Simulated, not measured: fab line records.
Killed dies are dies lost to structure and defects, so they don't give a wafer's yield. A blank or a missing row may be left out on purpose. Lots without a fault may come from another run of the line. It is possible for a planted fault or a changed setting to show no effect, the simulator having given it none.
Commonality check across tools | flow rit cmos | Sampled: 14 lots, 48 wafers

== REASON FOR OPENING ==
At RIT_SILICIDE_RS_MEAS_02 the reading SILICIDE_TI_RS is flagged on 2 of 14 lots. Fault-free wafers read 48.0 ohm/sq, with a standard deviation of 0.64.
Rule: a lot gets a flag if all its wafers with a number sit over 4 standard deviations from that mean, or if no wafer of it has a number. As for the other lots, they are considered sound.

lot  | measured    | on            | SILICIDE_TI_RS (ohm/sq), wafer by wafer | flag
L677 | day 3 04:39 | film metro-01 | 48.2 48.4 48.4                          |
L679 | day 3 11:57 | film metro-01 | 47.0 46.9 47.2                          |
L680 | day 3 18:33 | film metro-02 | 48.0 48.3 48.4                          |
L682 | day 4 03:58 | film metro-02 | 47.8 47.6 48.1                          |
L684 | day 4 16:53 | film metro-01 | 48.2 48.4 47.7                          |
L685 | day 4 23:13 | film metro-03 | 20.9 20.7 20.8 20.9 20.8 20.9           | FLAGGED
L688 | day 5 12:14 | film metro-01 | 48.0 47.5 48.4                          |
L689 | day 5 16:14 | film metro-02 | 20.9 20.6 20.8 21.0 20.7 20.9           | FLAGGED
L692 | day 6 05:41 | film metro-01 | 47.5 47.7 47.3                          |
L695 | day 6 22:55 | film metro-02 | 48.4 47.3 47.6                          |
L696 | day 7 02:18 | film metro-03 | 48.4 48.4 49.1                          |
L697 | day 7 06:55 | film metro-02 | 47.8 47.4 47.8                          |
L699 | day 7 19:08 | film metro-02 | 47.3 46.9 47.3                          |
L700 | day 8 03:29 | film metro-02 | 48.6 48.8 48.7                          |
The mean of the flagged lots' numbers is 20.8 ohm/sq, -27.2 ohm/sq from the usual (-42 standard deviations).

== WHICH TOOL EACH LOT WENT THROUGH ==
The record holds 1 process step before the reading, out of a route of 202 steps. Each cell gives the tool, then ch followed by the chambers the sampled wafers passed through, then the start.
lot  | flag    | RIT_SILICIDE_SPUTTER_01
L677 |         | pvd sputter-04, day 3 04:28
L679 |         | pvd sputter-02, day 3 11:48
L680 |         | pvd sputter-04, day 3 18:24
L682 |         | pvd sputter-04, day 4 03:48
L684 |         | pvd sputter-04, day 4 16:41
L685 | FLAGGED | pvd sputter-02, day 4 22:42
L688 |         | pvd sputter-04, day 5 12:05
L689 | FLAGGED | pvd sputter-02, day 5 15:47
L692 |         | pvd sputter-01, day 6 05:32
L695 |         | pvd sputter-02, day 6 22:46
L696 |         | pvd sputter-04, day 7 02:09
L697 |         | pvd sputter-02, day 7 06:44
L699 |         | pvd sputter-02, day 7 18:57
L700 |         | pvd sputter-04, day 8 03:19
What is done by these steps:
- RIT_SILICIDE_SPUTTER_01: material Ti, target thk 30 nm, time 240 s.
- RIT_SILICIDE_RS_MEAS_02: measures by four-point-probe.

== FLAGGED OVER TOTAL, TOOL BY TOOL (the gauges that took the reading come last) ==
step                    | tool           | lots run | flagged | share of the flagged lots | sound lots run after its first flagged lot
RIT_SILICIDE_SPUTTER_01 | pvd sputter-01 | 1        | 0       | none                      | -
RIT_SILICIDE_SPUTTER_01 | pvd sputter-02 | 6        | 2       | all                       | 3 (L695,L697,L699)
RIT_SILICIDE_SPUTTER_01 | pvd sputter-04 | 7        | 0       | none                      | -
RIT_SILICIDE_RS_MEAS_02 | film metro-01  | 5        | 0       | none                      | -
RIT_SILICIDE_RS_MEAS_02 | film metro-02  | 7        | 1       | some                      | 4 (L695,L697,L699,L700)
RIT_SILICIDE_RS_MEAS_02 | film metro-03  | 2        | 1       | some                      | 1 (L696)

== WHAT THE TABLE PERMITS ==
All flagged lots share 1 row of the table, namely pvd sputter-02 at RIT_SILICIDE_SPUTTER_01.
- pvd sputter-02 at RIT_SILICIDE_SPUTTER_01: 2 of its 6 lots flagged. Lots that were sound ran on it after the first flagged one (L695, L697, L699); a persistent fault on the entire tool would not allow that.
No row of the table ran every flagged lot and no sound lot after the first.

== WHAT THE SIMULATOR HAD PUT IN ==
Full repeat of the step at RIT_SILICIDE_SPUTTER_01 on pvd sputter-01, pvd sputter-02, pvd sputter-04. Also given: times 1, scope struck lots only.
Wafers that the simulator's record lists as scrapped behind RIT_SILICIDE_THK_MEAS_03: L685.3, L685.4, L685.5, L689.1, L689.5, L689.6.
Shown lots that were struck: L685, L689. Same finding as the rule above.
